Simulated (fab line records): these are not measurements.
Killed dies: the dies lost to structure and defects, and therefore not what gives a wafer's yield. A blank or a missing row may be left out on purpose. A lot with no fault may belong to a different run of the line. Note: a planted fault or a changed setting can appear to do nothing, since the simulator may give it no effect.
Lot-split experiment    flow berkeley_cmos170    on a route of 331 steps: 5 lots, 23 wafers read

SPLIT DETAILS
At UCB170_CONTACT_COAT_04 (resist thk 900 nm), the setting resist_thk_nm was moved away from the recipe's 900 nm on 7 of the 23 wafers read, by -3.7% to +4.9%. All remaining wafers had this setting at the recipe value.

Reading taken at the split's own step.

THE READING
KrF_of_CONTACT_COAT_04.thk_nm (the simulator's own value, which no gauge read), in nm, at UCB170_CONTACT_COAT_04 (resist thk 900 nm). The file does not state a usual value for it. The 16 wafers here that ran the recipe average 899.6 nm, standard deviation 1.3 nm.

wafer   tool, chamber at the split  resist_thk_nm as run, nm  against the recipe  KrF_of_CONTACT_COAT_04.thk_nm, nm  against lot-mates on the recipe
L076.1  litho_track-02, 0           900                       recipe              896.7                              -
L076.3  litho_track-02, 0           923.4                     +2.6%               922.2                              +24.3
L076.4  litho_track-02, 0           900                       recipe              897.7                              -
L076.5  litho_track-02, 0           900                       recipe              899.4                              -
L076.6  litho_track-02, 0           923.4                     +2.6%               921.8                              +23.9
L075.2  litho_track-01, 0           867                       -3.7%               866.2                              -34.0
L075.3  litho_track-01, 0           900                       recipe              900.2                              -
L075.5  litho_track-01, 0           900                       recipe              900.2                              -
L075.4  litho_track-01, 0           867                       -3.7%               868.3                              -31.9
L075.6  litho_track-01, 0           900                       recipe              900.1                              -
L077.1  litho_track-02, 0           900                       recipe              899.2                              -
L077.2  litho_track-02, 0           900                       recipe              900.9                              -
L077.3  litho_track-02, 0           900                       recipe              901.9                              -
L077.4  litho_track-02, 0           900                       recipe              900.7                              -
L077.6  litho_track-02, 0           900                       recipe              898.8                              -
L078.1  litho_track-02, 0           900                       recipe              898.4                              -
L078.2  litho_track-02, 0           943.7                     +4.9%               944.5                              +44.9
L078.4  litho_track-02, 0           943.7                     +4.9%               942.3                              +42.7
L078.5  litho_track-02, 0           943.7                     +4.9%               943                                +43.4
L078.6  litho_track-02, 0           900                       recipe              900.8                              -
L085.3  litho_track-01, 0           900                       recipe              898.8                              -
L085.4  litho_track-01, 0           900                       recipe              899.9                              -
L085.5  litho_track-01, 0           900                       recipe              899.2                              -

FIT RESULTS
A straight line over all 23 wafers: KrF_of_CONTACT_COAT_04.thk_nm changes by +8.91 nm for each +1% of resist_thk_nm; r = +1.00; the points scatter about the line by 1.2 nm.
The same after taking each lot's own level away (the mean of its wafers on the recipe; 23 wafers): +9.02 nm for each +1%; r = +1.00; scatter 0.96 nm.
On that fit, the largest move of resist_thk_nm shifts the reading by 44 nm.
Across the lots, their own levels run from 897.93 to 900.30 nm, a range of 1.9 times the standard deviation given above.
The two slopes are in agreement: the lot-to-lot level therefore moves the slope only a little.
Check: with one of the wafers moved furthest among these (+4.9%) left out of the fit, the line predicts +43.5 nm for it against its lot-mates. Against them it came out at +44.9 nm.

THESE WAFERS: OTHER SPLITS
Note: prior to the reading, these wafers also went through further splits. Each is held against what the fit with the lots' levels taken away leaves over:
other split on the same wafers     wafers away from the commonest value  r with KrF_of_CONTACT_COAT_04.thk_nm (lot level and that fit taken away)
UCB170_GATE_PEB_10 peb_temp_c      10                                    +0.05
UCB170_PLDD_IMPLANT_09 dose_cm2    7                                     +0.10
UCB170_NLDD_IMPLANT_08 energy_kev  7                                     +0.13
UCB170_PSD_IMPLANT_08 energy_kev   7                                     -0.19
UCB170_SDANNEAL_RTA_01 time_s      5                                     +0.06

THE WHOLE CHAIN: every reading that the file lists as answering this split, in the file's order
step                     what it does       reading                                                                         change (the file's fit)               r (the file's)
UCB170_CONTACT_COAT_04   resist thk 900 nm  KrF_of_CONTACT_COAT_04.thk_nm (the simulator's own value, which no gauge read)  +9.02 nm for each +1% of the setting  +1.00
UCB170_CONTACT_STRIP_06  strips in O2       strip_time_to_endpoint_s                                                        withheld for each +1% of the setting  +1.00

THE FILE'S OWN FIT
KrF_of_CONTACT_COAT_04.thk_nm changes by +9.02 nm for each +1% of resist_thk_nm, r = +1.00.
